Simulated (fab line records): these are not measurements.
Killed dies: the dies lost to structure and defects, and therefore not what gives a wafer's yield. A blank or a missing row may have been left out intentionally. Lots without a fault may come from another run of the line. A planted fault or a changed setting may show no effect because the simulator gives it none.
A lot that was struck, set against a sound lot	flow ritCmos	43 out of 202 route steps
Sound: wafers L474.1, L474.4, L474.6. The struck wafers were L478.2, L478.4, L478.5. At the end, the cause is stated.
At each step with rows: each side's tool, then ch and its chambers, then its first start. Under that, the readings that differ: sound wafers	struck wafers	difference of the means	sigmas: that difference in standard deviations of wafers without a fault.
alike: same words and numbers on both sides, and readings whose means sit less than 2 such deviations apart. not compared: any withheld reading, any reading some wafer has no value for, any bound like >300 that may hide the same value, and any number with overlapping values for which the record gives no deviation.
A row with sigmas, a row that says differs or no value, or rows on one side alone: a step with any of these is where the two part. When numbers do not overlap yet have no deviation, they are printed without sigmas and do not part them. A reading that every wafer of one side lacks parts them only if that side has two wafers or more.

first, 2 steps without rows for these wafers: RIT_ACTIVE_PEB_09; RIT_ACTIVE_DEVELOP_10 (develop time 50 s).
RIT_ACTIVE_CD_MEAS_11: the cd target is 1400 nm.
  struck on cdSem-01, day 2 17:11; sound on cdSem-02, day 1 19:26
  alike: cdNm
then, 1 step without rows for these wafers: RIT_ACTIVE_HARDBAKE_12 (time 60 s).
RIT_ACTIVE_ETCH_13: etches Si3N4 in SF6, stops on SiO2, time 210 s, target depth 210 nm.
  sound on rieDiel-04 ch 0,2,3, day 1 19:43; struck on rieDiel-04 ch 0,1,3, day 2 17:26
  alike: drypumpMotorCurrentA, oesProductAu, throttleValvePct
  not compared: rfHoursCounterH
RIT_ACTIVE_STRIP_14: strips in O2, time 180 s.
  sound on plasmaAsher-01 ch 0,1, day 1 19:50; struck on plasmaAsher-04 ch 0,1, day 2 17:34
  alike: drypumpMotorCurrentA
  not compared: rfHoursCounterH
RIT_ACTIVE_CD_MEAS_90: the cd target is 1400 nm.
  struck on cdSem-02, day 2 17:46; sound on cdSem-01, day 1 20:01
  alike: cdNm
then, 4 steps without rows for these wafers: RIT_ACTIVE_CLEAN_15 (cleans in SC1, time 600 s); RIT_ACTIVE_CLEAN_16 (cleans in dHF, time 30 s); RIT_ACTIVE_CLEAN_17 (cleans in SC2, time 600 s); RIT_FOX1_OXIDATION_00 (target thk 350.7 nm, ox time 1130 s).
RIT_FOX1_THK_MEAS_01:
  struck on filmMetro-02, day 2 19:33; sound on filmMetro-04, day 1 23:16
  alike: FOX1_OXIDE_THK
RIT_FOX1_WET_ETCH_02: etches SiO2 in BOE, target depth 350 nm, time 390 s.
  sound on wetBench-04 ch 3, day 1 23:19; struck on wetBench-01 ch 3, day 2 19:36
then, 1 step without rows for these wafers: RIT_FOX2_OXIDATION_00 (target thk 350.7 nm, ox time 1130 s).
RIT_FOX2_THK_MEAS_01:
  struck on filmMetro-03, day 2 21:02; sound on filmMetro-04, day 2 00:46
  alike: FOX2_OXIDE_THK
then, 2 steps without rows for these wafers: RIT_FOX2_CLEAN_02 (cleans in dHF, time 180 s); RIT_FOX2_WET_ETCH_03 (etches Si3N4 in H3PO4, target depth 195 nm, time 2700 s).
RIT_FOX2_THK_MEAS_90:
  struck on filmMetro-04, day 2 21:55; sound on filmMetro-03, day 2 01:47
  alike: FIELD_OXIDE_LEFT_1_THK
then, 6 steps without rows for these wafers: RIT_NWELL_HMDS_00 (prime time 60 s); RIT_NWELL_COAT_01 (resist thk 1300 nm); RIT_NWELL_SOFTBAKE_02 (time 60 s); RIT_NWELL_EXPOSE_03 (exposes mask M2, target cd 43900 nm); RIT_NWELL_PEB_04; RIT_NWELL_DEVELOP_05 (develop time 68 s).
RIT_NWELL_OVL_MEAS_06:
  struck on overlay-01, day 2 22:59; sound on overlay-02, day 2 02:50
  alike: NWELL_OVL
then, 2 steps without rows for these wafers: RIT_NWELL_HARDBAKE_07 (time 120 s); RIT_NWELL_IMPLANT_08.
RIT_NWELL_STRIP_09: strips in O2, time 180 s.
  sound on plasmaAsher-04 ch 0,1, day 2 03:17; struck on plasmaAsher-01 ch 0,1, day 2 23:25
  alike: drypumpMotorCurrentA
  not compared: rfHoursCounterH
RIT_NWELL_TW_MEAS_10:
  struck on filmMetro-02, day 2 23:36; sound on filmMetro-03, day 2 03:27
  alike: NWELL_TW
then, 6 steps without rows for these wafers: RIT_PWELL_HMDS_00 (prime time 60 s); RIT_PWELL_COAT_01 (resist thk 1300 nm); RIT_PWELL_SOFTBAKE_02 (time 60 s); RIT_PWELL_EXPOSE_03 (exposes mask M3, target cd 43700 nm); RIT_PWELL_PEB_04; RIT_PWELL_DEVELOP_05 (develop time 68 s).
RIT_PWELL_OVL_MEAS_06:
  struck on overlay-02, day 3 00:32; sound on overlay-01, day 2 04:35
  alike: PWELL_OVL
then, 2 steps without rows for these wafers: RIT_PWELL_HARDBAKE_07 (time 120 s); RIT_PWELL_IMPLANT_08.
RIT_PWELL_STRIP_09: strips in O2, time 180 s.
  sound on plasmaAsher-03 ch 0, day 2 05:01; struck on plasmaAsher-02 ch 0,1, day 3 00:58
reading	sound	struck	difference	sigmas
drypumpMotorCurrentA (A)	6.37 6.36 6.38	5.64 5.62 5.82	-0.68	-3
  not compared: rfHoursCounterH
RIT_PWELL_TW_MEAS_10:
  struck on filmMetro-03, day 3 01:09; sound on filmMetro-03, day 2 05:12
  alike: PWELL_TW
then, 1 step without rows for these wafers: RIT_WELLDRIVE_ANNEAL_00 (time 14700 s).
RIT_WELLDRIVE_RS_MEAS_01: measurement is done with a four-point probe.
  struck on filmMetro-01, day 3 08:16; sound on filmMetro-02, day 2 10:38
  alike: NWELL_RS
RIT_M1_PROBE_99:
  record: rows for the struck wafers here (prober-01, day 4 16:04), none for the sound ones

WHERE THEY PART
Earliest at RIT_PWELL_STRIP_09; latest, in this record, at RIT_M1_PROBE_99.

WHY: what the simulator had put in
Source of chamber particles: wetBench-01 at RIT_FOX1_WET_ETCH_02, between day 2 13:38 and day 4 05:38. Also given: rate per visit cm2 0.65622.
